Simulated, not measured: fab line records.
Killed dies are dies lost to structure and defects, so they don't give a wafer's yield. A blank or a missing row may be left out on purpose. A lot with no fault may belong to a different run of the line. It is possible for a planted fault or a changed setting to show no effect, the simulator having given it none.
Comparing a struck lot with a sound one | flow rit cmos | 43 out of 202 route steps
Sound: the wafers L356.1, L356.2, L356.4. Wafers struck: L369.1, L369.2, L369.5. The cause is given at the end.
For every step that has rows: the tool of each side, followed by ch and its chambers, followed by its first start. Under that, the readings that differ: sound wafers | struck wafers | difference of the means | sigmas: that difference in standard deviations of wafers without a fault.
alike: readings whose means differ by less than 2 such deviations, and words and numbers that are the same on both sides. not compared: withheld readings, readings that some wafer has no value for, bounds like >300 that may hide the same value, and numbers for which the record gives no deviation and whose values overlap.
A row with sigmas, a row that says differs or no value, or rows on one side alone: a step with any of these is where the two part. Numbers that have no deviation but don't overlap get no sigmas and don't part them. A reading missing from all wafers of one side parts the sides only when that side holds two or more wafers.

first, 1 step without rows for these wafers: RIT_NWELL_IMPLANT_08.
RIT_NWELL_STRIP_09: strips in O2, time 180 s.
  sound on plasma asher-03 ch 0,1, day 2 10:43; struck on plasma asher-02 ch 0,1, day 5 03:04
  reading                     | sound       | struck      | difference | sigmas
  drypump motor current A (A) | 6.7 5.8 6.7 | 5.5 5.5 5.6 | -0.9       | -2
  alike: chamber pressure mTorr
  not compared: rf hours counter h
RIT_NWELL_TW_MEAS_10:
  struck on film metro-03, day 5 03:15; sound on film metro-04, day 2 10:53
  alike: NWELL_TW
then, 6 steps without rows for these wafers: RIT_PWELL_HMDS_00 (prime time 60 s); RIT_PWELL_COAT_01 (resist thk 1300 nm); RIT_PWELL_SOFTBAKE_02 (time 60 s); RIT_PWELL_EXPOSE_03 (exposes mask M3, target cd 43700 nm); RIT_PWELL_PEB_04; RIT_PWELL_DEVELOP_05 (develop time 68 s).
RIT_PWELL_OVL_MEAS_06:
  struck on overlay-02, day 5 04:11; sound on overlay-01, day 2 11:57
  alike: PWELL_OVL
then, 2 steps without rows for these wafers: RIT_PWELL_HARDBAKE_07 (time 120 s); RIT_PWELL_IMPLANT_08.
RIT_PWELL_STRIP_09: strips in O2, time 180 s.
  sound on plasma asher-04 ch 0,1, day 2 12:23; struck on plasma asher-01 ch 0,1, day 5 04:37
  no value came back on the struck wafers for chamber pressure mTorr (mTorr), drypump motor current A (A); on the sound wafers chamber pressure mTorr (mTorr) reads 3999 3997 4003
  reading                                    | sound | struck         | difference | sigmas
  model.NOVOLAK_of_PWELL_COAT_01.thk nm (nm) | 0 0 0 | 1143 1137 1140 | +1140      |
  not compared: rf hours counter h
RIT_PWELL_TW_MEAS_10:
  struck on film metro-02, day 5 04:48; sound on film metro-03, day 2 12:34
  alike: PWELL_TW
then, 1 step without rows for these wafers: RIT_WELLDRIVE_ANNEAL_00 (time 14700 s).
RIT_WELLDRIVE_RS_MEAS_01: measurement is done with a four-point probe.
  struck on film metro-03, day 5 10:52; sound on film metro-04, day 2 19:01
  alike: NWELL_RS
RIT_WELLDRIVE_RS_MEAS_02: measurement is done with a four-point probe.
  struck on film metro-03, day 5 10:59; sound on film metro-04, day 2 19:08
  reading           | sound             | struck            | difference | sigmas
  PWELL_RS (ohm/sq) | 430.1 429.6 430.1 | 427.0 427.0 426.9 | -3.0       | -2
then, 6 steps without rows for these wafers: RIT_NRETRO_HMDS_00 (prime time 60 s); RIT_NRETRO_COAT_01 (resist thk 1300 nm); RIT_NRETRO_SOFTBAKE_02 (time 60 s); RIT_NRETRO_EXPOSE_03 (exposes mask M4, target cd 43900 nm); RIT_NRETRO_PEB_04; RIT_NRETRO_DEVELOP_05 (develop time 68 s).
RIT_NRETRO_OVL_MEAS_06:
  struck on overlay-01, day 5 11:59; sound on overlay-01, day 2 20:51
  alike: NRETRO_OVL
then, 2 steps without rows for these wafers: RIT_NRETRO_HARDBAKE_07 (time 120 s); RIT_NRETRO_IMPLANT_08.
RIT_NRETRO_STRIP_09: strips in O2, time 180 s.
  sound on plasma asher-04 ch 0,1, day 2 21:17; struck on plasma asher-03 ch 0,1, day 5 12:25
  alike: chamber pressure mTorr, drypump motor current A
  not compared: rf hours counter h
RIT_NRETRO_TW_MEAS_10:
  struck on film metro-03, day 5 12:35; sound on film metro-01, day 2 21:28
  reading   | sound          | struck   | difference | sigmas
  NRETRO_TW | 1039 1044 1043 | 30 30 30 | -1012      | -99 or more
then, 6 steps without rows for these wafers: RIT_PRETRO_HMDS_00 (prime time 60 s); RIT_PRETRO_COAT_01 (resist thk 1300 nm); RIT_PRETRO_SOFTBAKE_02 (time 60 s); RIT_PRETRO_EXPOSE_03 (exposes mask M5, target cd 43700 nm); RIT_PRETRO_PEB_04; RIT_PRETRO_DEVELOP_05 (develop time 68 s).
RIT_PRETRO_OVL_MEAS_06:
  struck on overlay-01, day 5 13:38; sound on overlay-01, day 2 22:37
  alike: PRETRO_OVL
then, 2 steps without rows for these wafers: RIT_PRETRO_HARDBAKE_07 (time 120 s); RIT_PRETRO_IMPLANT_08.
RIT_PRETRO_STRIP_09: strips in O2, time 180 s.
  sound on plasma asher-01 ch 0,1, day 2 23:13; struck on plasma asher-01 ch 0,1, day 5 14:05
  alike: chamber pressure mTorr, drypump motor current A
  not compared: rf hours counter h
RIT_PRETRO_TW_MEAS_10:
  struck on film metro-01, day 5 14:15; sound on film metro-02, day 2 23:23
  reading   | sound       | struck   | difference | sigmas
  PRETRO_TW | 476 479 480 | 30 30 30 | -448       | -93
then, 3 steps without rows for these wafers: RIT_GATE_WET_ETCH_00 (etches SiO2 in BOE, target depth 56 nm, time 60 s); RIT_GATE_CLEAN_01 (cleans in SC1, time 600 s); RIT_GATE_CLEAN_02 (cleans in dHF, time 30 s).
RIT_GATE_ETCH_19: etches poly-Si in SF6/CHF3/O2, stops on SiO2, time 165 s, target depth 312.5 nm.
  sound on rie si-02 ch 0,1,3, day 3 05:26; struck on rie si-02 ch 0,3, day 5 23:14
  reading               | sound             | struck          | difference | sigmas
  model.GATE.cd nm (nm) | 150.9 149.3 148.3 | 148 147.9 147.7 | -2         |
  alike: drypump motor current A, oes product au, throttle valve pct
  not compared: rf hours counter h

== WHERE THEY PART ==
First at RIT_NWELL_STRIP_09; last, within this record, at RIT_PRETRO_TW_MEAS_10. Later steps at which nothing parts them and some readings are alike: RIT_GATE_ETCH_19.

WHY: the cause the simulator had injected
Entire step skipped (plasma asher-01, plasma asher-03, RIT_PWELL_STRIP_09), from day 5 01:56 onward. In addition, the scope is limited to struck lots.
